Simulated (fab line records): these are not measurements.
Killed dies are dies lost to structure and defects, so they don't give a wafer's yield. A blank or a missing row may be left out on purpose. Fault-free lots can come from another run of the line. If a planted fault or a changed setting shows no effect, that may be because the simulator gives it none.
Shared-tool check / flow rit_cmos / 14 lots, 42 wafers sampled

== THE REASON FOR OPENING IT ==
Of 14 lots, 2 have the reading SILICIDE_TI_RS flagged at RIT_SILICIDE_RS_MEAS_02. Fault-free wafers read 47.7 ohm/sq, with a standard deviation of 0.62.
Rule: flag the lot when none of its wafers has a number, or when each of its wafers that has one lies beyond 4 standard deviations from that mean. The other lots count as sound.

lot=L907; measured=day 3 02:07; on=film_metro-02; SILICIDE_TI_RS (ohm/sq), wafer by wafer=47.8 48.1 47.9; flag=
lot=L910; measured=day 3 17:38; on=film_metro-02; SILICIDE_TI_RS (ohm/sq), wafer by wafer=48.2 47.9 47.6; flag=
lot=L912; measured=day 4 02:49; on=film_metro-03; SILICIDE_TI_RS (ohm/sq), wafer by wafer=47.2 47.2 47.8; flag=
lot=L913; measured=day 4 08:20; on=film_metro-01; SILICIDE_TI_RS (ohm/sq), wafer by wafer=47.8 48.8 47.2; flag=
lot=L914; measured=day 4 12:52; on=film_metro-01; SILICIDE_TI_RS (ohm/sq), wafer by wafer=47.5 48.0 48.3; flag=
lot=L915; measured=day 4 18:41; on=film_metro-02; SILICIDE_TI_RS (ohm/sq), wafer by wafer=47.3 48.5 46.7; flag=
lot=L916; measured=day 4 22:46; on=film_metro-03; SILICIDE_TI_RS (ohm/sq), wafer by wafer=48.1 48.0 47.8; flag=
lot=L918; measured=day 5 08:59; on=film_metro-02; SILICIDE_TI_RS (ohm/sq), wafer by wafer=20.6 20.3 20.3; flag=FLAGGED
lot=L919; measured=day 5 15:46; on=film_metro-02; SILICIDE_TI_RS (ohm/sq), wafer by wafer=20.2 20.5 20.4; flag=FLAGGED
lot=L924; measured=day 6 16:16; on=film_metro-02; SILICIDE_TI_RS (ohm/sq), wafer by wafer=49.0 48.6 49.4; flag=
lot=L926; measured=day 7 00:49; on=film_metro-02; SILICIDE_TI_RS (ohm/sq), wafer by wafer=47.8 47.9 47.9; flag=
lot=L927; measured=day 7 06:31; on=film_metro-02; SILICIDE_TI_RS (ohm/sq), wafer by wafer=47.5 46.5 47.8; flag=
lot=L929; measured=day 7 18:24; on=film_metro-02; SILICIDE_TI_RS (ohm/sq), wafer by wafer=45.5 46.7 47.5; flag=
lot=L930; measured=day 7 22:23; on=film_metro-02; SILICIDE_TI_RS (ohm/sq), wafer by wafer=48.9 48.3 48.5; flag=
The mean of the flagged lots' numbers is 20.4 ohm/sq, -27.3 ohm/sq from the usual (-44 standard deviations).

== WHICH TOOL RAN EACH LOT ==
The record holds 1 process step before the reading, out of a route of 202 steps. Cell contents, in order: the tool; ch with the chambers the sampled wafers went through; the start.
lot=L907; flag=; RIT_SILICIDE_SPUTTER_01=pvd_sputter-03, day 3 01:58
lot=L910; flag=; RIT_SILICIDE_SPUTTER_01=pvd_sputter-02, day 3 17:29
lot=L912; flag=; RIT_SILICIDE_SPUTTER_01=pvd_sputter-02, day 4 02:38
lot=L913; flag=; RIT_SILICIDE_SPUTTER_01=pvd_sputter-03, day 4 08:10
lot=L914; flag=; RIT_SILICIDE_SPUTTER_01=pvd_sputter-02, day 4 12:43
lot=L915; flag=; RIT_SILICIDE_SPUTTER_01=pvd_sputter-03, day 4 18:32
lot=L916; flag=; RIT_SILICIDE_SPUTTER_01=pvd_sputter-02, day 4 22:34
lot=L918; flag=FLAGGED; RIT_SILICIDE_SPUTTER_01=pvd_sputter-02, day 5 08:30
lot=L919; flag=FLAGGED; RIT_SILICIDE_SPUTTER_01=pvd_sputter-03, day 5 15:15
lot=L924; flag=; RIT_SILICIDE_SPUTTER_01=pvd_sputter-02, day 6 16:07
lot=L926; flag=; RIT_SILICIDE_SPUTTER_01=pvd_sputter-02, day 7 00:40
lot=L927; flag=; RIT_SILICIDE_SPUTTER_01=pvd_sputter-03, day 7 06:22
lot=L929; flag=; RIT_SILICIDE_SPUTTER_01=pvd_sputter-03, day 7 18:15
lot=L930; flag=; RIT_SILICIDE_SPUTTER_01=pvd_sputter-02, day 7 22:13
What is done by these steps:
- RIT_SILICIDE_SPUTTER_01: material Ti, target thk 30 nm, time 240 s.
- RIT_SILICIDE_RS_MEAS_02: measures by four-point-probe.

== FLAGGED AGAINST TOTAL, ONE TOOL AT A TIME (gauges that did the reading follow at the end) ==
step=RIT_SILICIDE_SPUTTER_01; tool=pvd_sputter-02; lots run=8; flagged=1; share of the flagged lots=some; sound lots run after its first flagged lot=3 (L924,L926,L930)
step=RIT_SILICIDE_SPUTTER_01; tool=pvd_sputter-03; lots run=6; flagged=1; share of the flagged lots=some; sound lots run after its first flagged lot=2 (L927,L929)
step=RIT_SILICIDE_RS_MEAS_02; tool=film_metro-01; lots run=2; flagged=0; share of the flagged lots=none; sound lots run after its first flagged lot=-
step=RIT_SILICIDE_RS_MEAS_02; tool=film_metro-02; lots run=10; flagged=2; share of the flagged lots=all; sound lots run after its first flagged lot=5 (L924,L926,L927,L929,L930)
step=RIT_SILICIDE_RS_MEAS_02; tool=film_metro-03; lots run=2; flagged=0; share of the flagged lots=none; sound lots run after its first flagged lot=-

== WHAT IS ALLOWED BY THE TABLE ==
In the table, 1 row covers all flagged lots: film_metro-02 at RIT_SILICIDE_RS_MEAS_02.
- film_metro-02 at RIT_SILICIDE_RS_MEAS_02 ran 10 lots, 2 of them flagged. Sound lots ran on it after the first flagged one (L924, L926, L927, L929, L930), which a lasting fault on the whole tool wouldn't allow.
There is no row in the table that ran each flagged lot and no sound lot after the first.

== WHAT WAS PUT IN BY THE SIMULATOR ==
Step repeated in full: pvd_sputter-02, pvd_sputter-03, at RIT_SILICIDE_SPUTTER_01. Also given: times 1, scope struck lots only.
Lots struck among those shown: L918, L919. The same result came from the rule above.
